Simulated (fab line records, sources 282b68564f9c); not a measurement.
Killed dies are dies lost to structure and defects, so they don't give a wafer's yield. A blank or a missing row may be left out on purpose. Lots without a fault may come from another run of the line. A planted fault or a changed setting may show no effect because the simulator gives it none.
Chamber matching | flow rit_cmos | RIT_SDANNEAL_CLEAN_00 on wet_bench-04: 3 sister chambers
The step cleans in SC1, time 600 s. 3 wafers are shown with their chamber, then 7 later ones without.

WAFERS WITH THEIR CHAMBER
wafer  | chamber | bath_heat_duty_pct (%)
L077.6 | 1       | 15.2
L083.6 | 2       | 15.2
L085.4 | 3       | 13.4

WAFERS WITHOUT THEIR CHAMBER
wafer  | bath_heat_duty_pct (%)
L085.6 | 13.3
L093.1 | 16.1
L093.2 | 14.0
L093.3 | 15.9
L094.2 | 14.1
L094.4 | 16.2
L094.5 | 14.4

WHICH CHAMBER EACH WENT THROUGH
wafer  | from the rows above          | in truth
L085.6 | 3                            | 3
L093.1 | can't be placed: 1 or 2      | 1
L093.2 | can't be placed: 3 or 1 or 2 | 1
L093.3 | can't be placed: 1 or 2      | 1
L094.2 | can't be placed: 3 or 1 or 2 | 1
L094.4 | can't be placed: 1 or 2      | 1
L094.5 | can't be placed: 1 or 2 or 3 | 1
Placed correctly: 1 of 7. Can't be placed from these rows: 6 (the true chamber is among the candidates in 6). Placed wrongly: 0.
How it was worked out, from the rows above alone: a wafer's distance from a chamber is the root of the sum, over the readings, of the square of ((its reading less the chamber's mean) divided by the reading's scatter). The wafer belongs to the nearest chamber; if the next one is less than 2 further off, it can't be placed. A chamber's mean is the mean of its shown wafers. The scatter: with one shown wafer a chamber, the root of the mean of the squares of how far each hidden wafer lies from its nearest shown one.
